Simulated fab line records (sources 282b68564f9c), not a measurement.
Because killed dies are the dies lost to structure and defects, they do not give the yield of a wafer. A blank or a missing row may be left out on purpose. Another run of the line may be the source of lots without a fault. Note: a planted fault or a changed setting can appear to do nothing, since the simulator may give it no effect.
Split-lot study -- flow rit_cmos -- route with 202 steps; 5 lots, 23 wafers read

THE SPLIT
At RIT_NSD_IMPLANT_08, the setting energy_kev was moved away from the recipe's 25 on 12 of the 23 wafers read, by -5.5% to +3.0%. This setting was run at the recipe's value on the other wafers.

The reading comes from the split's own step.

THE READING
implant.drp_nm (the simulator's own value, which no gauge read), in nm, at RIT_NSD_IMPLANT_08. No usual value for it is given in the file.

wafer,"tool, chamber at the split",energy_kev as run,against the recipe,"implant.drp_nm, nm",against lot-mates on the recipe
L076.1,"implanter-04, 0",25,recipe,14.84,-
L076.3,"implanter-04, 0",25,recipe,14.84,-
L076.6,"implanter-04, 0",25,recipe,14.84,-
L077.1,"implanter-03, 0",25,recipe,14.84,-
L077.5,"implanter-03, 0",25,recipe,14.84,-
L077.2,"implanter-03, 0",25.75,+3.0%,15.1,+0.26
L077.3,"implanter-03, 0",25.75,+3.0%,15.1,+0.26
L077.6,"implanter-03, 0",25.75,+3.0%,15.1,+0.26
L081.1,"implanter-03, 0",25,recipe,14.84,-
L081.2,"implanter-03, 0",25,recipe,14.84,-
L081.3,"implanter-03, 0",25.7,+2.8%,15.09,+0.25
L081.4,"implanter-03, 0",25.7,+2.8%,15.09,+0.25
L081.6,"implanter-03, 0",25.7,+2.8%,15.09,+0.25
L082.2,"implanter-03, 0",23.63,-5.5%,14.34,-0.50
L082.4,"implanter-03, 0",23.63,-5.5%,14.34,-0.50
L082.5,"implanter-03, 0",23.63,-5.5%,14.34,-0.50
L082.3,"implanter-03, 0",25,recipe,14.84,-
L082.6,"implanter-03, 0",25,recipe,14.84,-
L085.1,"implanter-03, 0",25,recipe,14.84,-
L085.5,"implanter-03, 0",25,recipe,14.84,-
L085.3,"implanter-03, 0",24.38,-2.5%,14.61,-0.23
L085.4,"implanter-03, 0",24.38,-2.5%,14.61,-0.23
L085.6,"implanter-03, 0",24.38,-2.5%,14.61,-0.23

THE FIT
A straight line over all 23 wafers: implant.drp_nm changes by +0.0902 nm for each +1% of energy_kev; r = +1.00; the points scatter about the line by 0.0039 nm.
The same after taking each lot's own level away (the mean of its wafers on the recipe; 23 wafers): +0.0902 nm for each +1%; r = +1.00; scatter 0.0039 nm.
That fit puts the effect of the largest move of energy_kev on the reading at 0.49 nm.
The lots' own levels span 14.840 to 14.840 nm.
The two slopes agree, so the slope changes little with the lot-to-lot level.
Check: with one of the wafers moved furthest among these (-5.5%) left out of the fit, the line predicts -0.497 nm for it against its lot-mates. It came out at -0.5 nm against them.

THE WHOLE CHAIN: every reading that the file lists as answering this split, in the file's order
step,what it does,reading,change (the file's fit),r (the file's)
RIT_NSD_IMPLANT_08,,"implant.rp_nm (the simulator's own value, which no gauge read)",+0.216 nm for each +1% of the setting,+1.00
RIT_NSD_IMPLANT_08,,"implant.drp_nm (the simulator's own value, which no gauge read)",+0.09 nm for each +1% of the setting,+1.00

FILE'S OWN FIT
implant.drp_nm changes by +0.09 nm for each +1% of energy_kev, r = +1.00.
